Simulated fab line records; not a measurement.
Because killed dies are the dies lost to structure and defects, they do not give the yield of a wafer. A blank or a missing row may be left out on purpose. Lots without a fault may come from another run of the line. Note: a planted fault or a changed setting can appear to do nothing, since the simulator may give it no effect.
A struck lot beside a sound one -- flow rit-cmos -- 27 steps out of a route of 202
Sound: these wafers, L606.3, L606.4, L606.5. Struck: wafer L616.6 (L616.1, L616.3, from the same lot, were not struck and are left out); the cause is given at the end.
For every step that has rows: the tool of each side, followed by ch and its chambers, followed by its first start. Under that, the readings that differ: sound wafers -- struck wafers -- difference of the means -- sigmas: that difference in standard deviations of wafers without a fault.
alike: readings with means less than 2 such deviations apart, plus words and numbers identical on both sides. not compared: withheld readings, readings lacking a value on some wafer, bounds such as >300 that could conceal the same value, and numbers that have no deviation in the record and whose values overlap.
A row with sigmas, a row that says differs or no value, or rows on one side alone: a step with any of these is where the two part. Non-overlapping numbers with no deviation appear without sigmas and do not part them. A reading that every wafer of one side lacks parts them only if that side has two wafers or more.

first, 4 steps without rows for these wafers: RIT_CONTACT_SOFTBAKE_04 (time 60 s); RIT_CONTACT_EXPOSE_05 (exposes mask M11, target cd 1000 nm); RIT_CONTACT_PEB_06; RIT_CONTACT_DEVELOP_07 (develop time 120 s).
RIT_CONTACT_CD_MEAS_08: the cd target is 1000 nm.
  sound: cd-sem-01 at day 6 16:21; struck: cd-sem-02 at day 8 04:05
  alike: cd-nm
RIT_CONTACT_OVL_MEAS_09:
  sound: overlay-02 at day 6 16:27; struck: overlay-02 at day 8 04:13
  alike: CONTACT_OVL
then, 1 step without rows for these wafers: RIT_CONTACT_HARDBAKE_10 (time 60 s).
RIT_CONTACT_ETCH_11: etches SiO2 in CHF3/CF4/Ar, stops on TiSi2, target depth 480 nm, time 320 s.
  sound on rie-diel-01 ch 0,1,2, day 6 16:37; struck on rie-diel-01 ch 1, day 8 04:24
  alike: drypump-motor-current-A, oes-product-au, throttle-valve-pct
  not compared: rf-hours-counter-h
RIT_CONTACT_STRIP_12: strips in O2, time 180 s.
  sound on plasma-asher-03 ch 0,1, day 6 16:52; struck on plasma-asher-04 ch 0, day 8 04:35
  alike: drypump-motor-current-A
  not compared: rf-hours-counter-h
RIT_CONTACT_CD_MEAS_90: the cd target is 1000 nm.
  sound: cd-sem-01 at day 6 17:02; struck: cd-sem-01 at day 8 04:46
  alike: cd-nm
then, 2 steps without rows for these wafers: RIT_CONTACT_CLEAN_13 (cleans in SC1, time 611.7 s); RIT_CONTACT_CLEAN_14 (cleans in SC2, time 600 s).
RIT_M1_SPUTTER_00: material Al, target thk 400 nm, time 500 s.
  sound: pvd-sputter-01 at day 6 17:28; struck: pvd-sputter-02 at day 8 05:14
reading,sound,struck,difference,sigmas
throttle-valve-pct (%),29.5 30.2 30.2,32.6,+2.6,+2
model.Al_of_M1_SPUTTER_00.thk-nm (nm),395.8 395.7 395.9,411.7,+15.9,
  alike: chamber-pressure-pa
RIT_M1_RS_MEAS_01: a four-point-probe measurement.
  sound: film-metro-01 at day 6 17:47; struck: film-metro-02 at day 8 05:32
reading,sound,struck,difference,sigmas
M1_AL_RS (ohm/sq),0.0741 0.0743 0.0743,0.0713,-0.0029,-4
RIT_M1_THK_MEAS_02: measures by xrf.
  sound: film-metro-01 at day 6 17:53; struck: film-metro-02 at day 8 05:39
reading,sound,struck,difference,sigmas
M1_AL_THK (nm),394 397 397,411,+15,+3
then, 6 steps without rows for these wafers: RIT_M1_HMDS_03 (prime time 60 s); RIT_M1_COAT_04 (resist thk 1300 nm); RIT_M1_SOFTBAKE_05 (time 60 s); RIT_M1_EXPOSE_06 (exposes mask M12, target cd 2600 nm); RIT_M1_PEB_07; RIT_M1_DEVELOP_08 (develop time 68 s).
RIT_M1_CD_MEAS_09: the cd target is 2600 nm.
  sound: cd-sem-02 at day 6 19:53; struck: cd-sem-02 at day 8 06:43
reading,sound,struck,difference,sigmas
cd-nm (nm),2604.3 2604.8 2604.5,2599.0,-5.5,-2
RIT_M1_OVL_MEAS_10:
  sound: overlay-01 at day 6 19:59; struck: overlay-02 at day 8 06:50
  alike: M1_OVL
then, 1 step without rows for these wafers: RIT_M1_HARDBAKE_11 (time 120 s).
RIT_M1_METAL_ETCH_12: etches Al in Cl2/BCl3, stops on SiO2, time 165 s, target depth 600 nm.
  sound on rie-metal-02 ch 0,1, day 6 20:33; struck on rie-metal-02 ch 1, day 8 07:07
reading,sound,struck,difference,sigmas
oes-product-au (a.u.),0.773 0.789 0.788,0.805,+0.022,+2
model.etch.depth-nm (nm),395.8 395.7 395.9,411.7,+15.9,
model.M1.feature-depth-nm (nm),428.6 428.6 428.9,444.9,+16.2,
  alike: drypump-motor-current-A, throttle-valve-pct
  not compared: rf-hours-counter-h
then, 1 step without rows for these wafers: RIT_M1_STRIP_13 (strips in nmp, time 600 s).
RIT_M1_PROBE_99:
  sound: prober-01 at day 7 00:01; struck: prober-01 at day 8 09:37
reading,sound,struck,difference,sigmas
model.etest.m1.rs-ohm-sq,0.0737 0.07362 0.07278,0.07016,-0.00321,
  alike: killed-at-contacts, killed-at-front-end, killed-dies, killed-open, killed-short

## WHERE THEY PART
Earliest at RIT_M1_SPUTTER_00; latest, in this record, at RIT_M1_METAL_ETCH_12. Later steps at which nothing parts them and some readings are alike: RIT_M1_PROBE_99.

WHY: what the simulator had put in
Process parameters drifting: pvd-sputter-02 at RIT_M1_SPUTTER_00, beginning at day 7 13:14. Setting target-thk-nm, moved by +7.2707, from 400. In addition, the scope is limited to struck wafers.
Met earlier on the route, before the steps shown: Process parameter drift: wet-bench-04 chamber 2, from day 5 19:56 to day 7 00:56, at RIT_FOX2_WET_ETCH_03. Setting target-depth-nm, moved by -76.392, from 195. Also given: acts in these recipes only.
